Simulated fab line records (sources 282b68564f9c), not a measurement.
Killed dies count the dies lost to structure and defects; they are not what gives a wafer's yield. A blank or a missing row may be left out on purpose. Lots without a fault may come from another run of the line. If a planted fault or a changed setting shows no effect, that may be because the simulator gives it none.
Shared-tool check ; flow rit_cmos ; 45 wafers sampled across 15 lots

WHAT PROMPTED THE OPENING
At RIT_PLDD_TW_MEAS_10 the reading PLDD_TW is flagged on 3 of 15 lots. Wafers without a fault read 2362, standard deviation 25.
Rule: flag the lot when none of its wafers has a number, or when each of its wafers that has one lies beyond 4 standard deviations from that mean. The rest of the lots are taken to be sound.

lot;measured;on;PLDD_TW, wafer by wafer;flag
L975;day 3 07:29;film_metro-01;2357 2392 2400;
L974;day 3 07:46;film_metro-02;2357 2366 2367;
L978;day 4 02:44;film_metro-01;2380 2374 2384;
L980;day 4 11:23;film_metro-03;2314 2306 2318;
L983;day 5 00:43;film_metro-01;2377 2367 2365;
L986;day 5 16:53;film_metro-03;2331 2324 2326;
L987;day 5 20:47;film_metro-02;30 30 30;FLAGGED
L988;day 6 04:43;film_metro-03;30 30 30;FLAGGED
L989;day 6 05:02;film_metro-01;31 31 31;FLAGGED
L991;day 6 16:20;film_metro-01;2391 2396 2387;
L992;day 6 20:44;film_metro-02;2345 2342 2342;
L993;day 7 01:53;film_metro-02;2360 2354 2367;
L994;day 7 08:31;film_metro-02;2356 2374 2357;
L995;day 7 14:09;film_metro-02;2374 2353 2363;
L996;day 7 19:49;film_metro-03;2319 2324 2330;
The mean of the flagged lots' numbers is 30, -2332 from the usual (-93 standard deviations).

LOT BY LOT: THE TOOL USED
The record holds 1 process step before the reading, out of a route of 202 steps. Read each cell as the tool, then ch plus the chambers that the sampled wafers visited, then the start.
lot;flag;RIT_NLDD_STRIP_09
L975;;plasma_asher-02 ch 0,1, day 3 05:43
L974;;plasma_asher-04 ch 0,1, day 3 05:56
L978;;plasma_asher-04 ch 0,1, day 4 00:58
L980;;plasma_asher-01 ch 0, day 4 09:40
L983;;plasma_asher-02 ch 0,1, day 4 22:59
L986;;plasma_asher-04 ch 0,1, day 5 15:17
L987;FLAGGED;plasma_asher-01 ch 0,1, day 5 19:02
L988;FLAGGED;plasma_asher-01 ch 0,1, day 6 02:59
L989;FLAGGED;plasma_asher-04 ch 0,1, day 6 03:19
L991;;plasma_asher-02 ch 0,1, day 6 14:44
L992;;plasma_asher-04 ch 0,1, day 6 19:08
L993;;plasma_asher-02 ch 0,1, day 7 00:10
L994;;plasma_asher-02 ch 0,1, day 7 06:55
L995;;plasma_asher-02 ch 0,1, day 7 12:33
L996;;plasma_asher-04 ch 0,1, day 7 18:13
What these steps do:
- RIT_NLDD_STRIP_09: strips in O2, time 180 s.
- RIT_PLDD_TW_MEAS_10

FLAGGED AGAINST TOTAL, ONE TOOL AT A TIME (gauges that did the reading follow at the end)
step;tool;lots run;flagged;share of the flagged lots;sound lots run after its first flagged lot
RIT_NLDD_STRIP_09;plasma_asher-01;3;2;some;0
RIT_NLDD_STRIP_09;plasma_asher-02;6;0;none;-
RIT_NLDD_STRIP_09;plasma_asher-04;6;1;some;2 (L992,L996)
RIT_PLDD_TW_MEAS_10;film_metro-01;5;1;some;1 (L991)
RIT_PLDD_TW_MEAS_10;film_metro-02;6;1;some;4 (L992,L993,L994,L995)
RIT_PLDD_TW_MEAS_10;film_metro-03;4;1;some;1 (L996)

WHAT THE TABLE PERMITS
No row of the table ran every flagged lot.

WHAT HAD BEEN PUT IN BY THE SIMULATOR
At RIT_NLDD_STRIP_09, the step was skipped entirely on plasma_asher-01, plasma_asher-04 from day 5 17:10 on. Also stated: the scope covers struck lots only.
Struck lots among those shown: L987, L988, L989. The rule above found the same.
